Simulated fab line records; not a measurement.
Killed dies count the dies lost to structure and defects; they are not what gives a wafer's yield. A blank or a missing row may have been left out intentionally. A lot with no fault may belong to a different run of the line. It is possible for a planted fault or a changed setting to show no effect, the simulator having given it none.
Which tool did it? || flow rit_cmos || Sampling: 15 lots, 45 wafers, 2 of 202 route steps

WHAT EACH GAUGE READ, for each wafer
The record holds no reading of a measuring or inspecting step that can be judged against a usual standard deviation.

WHICH TOOL RAN EACH LOT (tool, then ch and the chambers of the sampled wafers, then the start)
{"lot": "L196", "RIT_SDANNEAL_CLEAN_00": "wet_bench-03 ch 1, day 3 14:00", "RIT_M1_PROBE_99": "-"}
{"lot": "L198", "RIT_SDANNEAL_CLEAN_00": "wet_bench-01 ch 2, day 3 18:10", "RIT_M1_PROBE_99": "-"}
{"lot": "L199", "RIT_SDANNEAL_CLEAN_00": "wet_bench-01 ch 3, day 4 00:59", "RIT_M1_PROBE_99": "-"}
{"lot": "L200", "RIT_SDANNEAL_CLEAN_00": "wet_bench-01 ch 1, day 4 05:34", "RIT_M1_PROBE_99": "-"}
{"lot": "L201", "RIT_SDANNEAL_CLEAN_00": "wet_bench-01 ch 3, day 4 10:47", "RIT_M1_PROBE_99": "-"}
{"lot": "L202", "RIT_SDANNEAL_CLEAN_00": "wet_bench-01 ch 3, day 4 13:11", "RIT_M1_PROBE_99": "-"}
{"lot": "L203", "RIT_SDANNEAL_CLEAN_00": "wet_bench-03 ch 3, day 4 18:49", "RIT_M1_PROBE_99": "-"}
{"lot": "L206", "RIT_SDANNEAL_CLEAN_00": "wet_bench-03 ch 1, day 5 07:53", "RIT_M1_PROBE_99": "-"}
{"lot": "L211", "RIT_SDANNEAL_CLEAN_00": "wet_bench-03 ch 3, day 6 11:18", "RIT_M1_PROBE_99": "-"}
{"lot": "L212", "RIT_SDANNEAL_CLEAN_00": "wet_bench-03 ch 0, day 6 13:02", "RIT_M1_PROBE_99": "-"}
{"lot": "L213", "RIT_SDANNEAL_CLEAN_00": "wet_bench-03 ch 3, day 6 14:58", "RIT_M1_PROBE_99": "prober-01, day 6 23:03"}
{"lot": "L215", "RIT_SDANNEAL_CLEAN_00": "wet_bench-01 ch 3, day 7 05:26", "RIT_M1_PROBE_99": "-"}
{"lot": "L216", "RIT_SDANNEAL_CLEAN_00": "wet_bench-03 ch 2, day 7 09:27", "RIT_M1_PROBE_99": "prober-02, day 7 17:17"}
{"lot": "L218", "RIT_SDANNEAL_CLEAN_00": "wet_bench-01 ch 2, day 7 20:47", "RIT_M1_PROBE_99": "-"}
{"lot": "L219", "RIT_SDANNEAL_CLEAN_00": "wet_bench-01 ch 3, day 8 01:29", "RIT_M1_PROBE_99": "-"}
- RIT_SDANNEAL_CLEAN_00: cleans in SC1, time 600 s.
- RIT_M1_PROBE_99

AS READ BY THE TOOLS THEMSELVES (means over the sampled wafers that have a number; for cases with no such wafer, the mark the record gives instead)
RIT_SDANNEAL_CLEAN_00.
{"lot": "L196", "tool": "wet_bench-03", "bath_guard_temp_C (C)": 75.5, "bath_heat_duty_pct (%)": 15.4, "temp_c (C)": 74.99}
{"lot": "L198", "tool": "wet_bench-01", "bath_guard_temp_C (C)": 75.2, "bath_heat_duty_pct (%)": 13.7, "temp_c (C)": 75.03}
{"lot": "L199", "tool": "wet_bench-01", "bath_guard_temp_C (C)": 74.6, "bath_heat_duty_pct (%)": 15.6, "temp_c (C)": 74.88}
{"lot": "L200", "tool": "wet_bench-01", "bath_guard_temp_C (C)": 75.0, "bath_heat_duty_pct (%)": 16.9, "temp_c (C)": 75.03}
{"lot": "L201", "tool": "wet_bench-01", "bath_guard_temp_C (C)": 74.7, "bath_heat_duty_pct (%)": 15.9, "temp_c (C)": 75.02}
{"lot": "L202", "tool": "wet_bench-01", "bath_guard_temp_C (C)": 74.5, "bath_heat_duty_pct (%)": 15.8, "temp_c (C)": 74.92}
{"lot": "L203", "tool": "wet_bench-03", "bath_guard_temp_C (C)": 74.6, "bath_heat_duty_pct (%)": 17.2, "temp_c (C)": 74.86}
{"lot": "L206", "tool": "wet_bench-03", "bath_guard_temp_C (C)": 75.2, "bath_heat_duty_pct (%)": 14.8, "temp_c (C)": 74.94}
{"lot": "L211", "tool": "wet_bench-03", "bath_guard_temp_C (C)": "-", "bath_heat_duty_pct (%)": "-", "temp_c (C)": "-"}
{"lot": "L212", "tool": "wet_bench-03", "bath_guard_temp_C (C)": "-", "bath_heat_duty_pct (%)": "-", "temp_c (C)": "-"}
{"lot": "L213", "tool": "wet_bench-03", "bath_guard_temp_C (C)": "-", "bath_heat_duty_pct (%)": "-", "temp_c (C)": "-"}
{"lot": "L215", "tool": "wet_bench-01", "bath_guard_temp_C (C)": 74.7, "bath_heat_duty_pct (%)": 14.4, "temp_c (C)": 75.01}
{"lot": "L216", "tool": "wet_bench-03", "bath_guard_temp_C (C)": 74.8, "bath_heat_duty_pct (%)": 15.9, "temp_c (C)": 75.04}
{"lot": "L218", "tool": "wet_bench-01", "bath_guard_temp_C (C)": 75.0, "bath_heat_duty_pct (%)": 13.9, "temp_c (C)": 74.82}
{"lot": "L219", "tool": "wet_bench-01", "bath_guard_temp_C (C)": 74.4, "bath_heat_duty_pct (%)": 14.4, "temp_c (C)": 74.92}

RIT_M1_PROBE_99.
{"lot": "L213", "tool": "prober-01", "killed_at_contacts": 0.0, "killed_at_front_end": 5, "killed_dies": 5, "killed_open": 3.0, "killed_short": 2.0}
{"lot": "L216", "tool": "prober-02", "killed_at_contacts": 0.3, "killed_at_front_end": 6, "killed_dies": 6, "killed_open": 2.7, "killed_short": 3.3}

THE ANSWER, worked out from the rows above alone
Rule: usual is defined by the lots themselves. The widest of any qualifying gaps counts: lots, ordered by their means at a reading, are off when they make up no more than a third of the lots, leave a main group of 4 or more, and stand apart from it by 3 or more times the standard deviation of that group's means. A main group is skipped when, at the precision printed for the reading in the tables above, its means are all equal. Also off: a lot with no number at a reading for which 4 or more lots have one. Any other lot the step has rows for is counted as sound. First the gauges in route order, then the tools' own readings, where a lot's mean is used as printed above. At the first step where some lot is off, the reading lying furthest off is the one used; lots without a number count as furthest.
Off: L211, L212, L213, at RIT_SDANNEAL_CLEAN_00 (bath_guard_temp_C). Without a number there: L211, L212, L213. The main group has a mean of 74.8 C with a standard deviation of 0.32.
A tool fits if, at that step or a process step before it, it ran every lot that is off, and no sound lot after the first of them. Of those tried, none fits.

WHAT THE SIMULATOR HAD PUT IN
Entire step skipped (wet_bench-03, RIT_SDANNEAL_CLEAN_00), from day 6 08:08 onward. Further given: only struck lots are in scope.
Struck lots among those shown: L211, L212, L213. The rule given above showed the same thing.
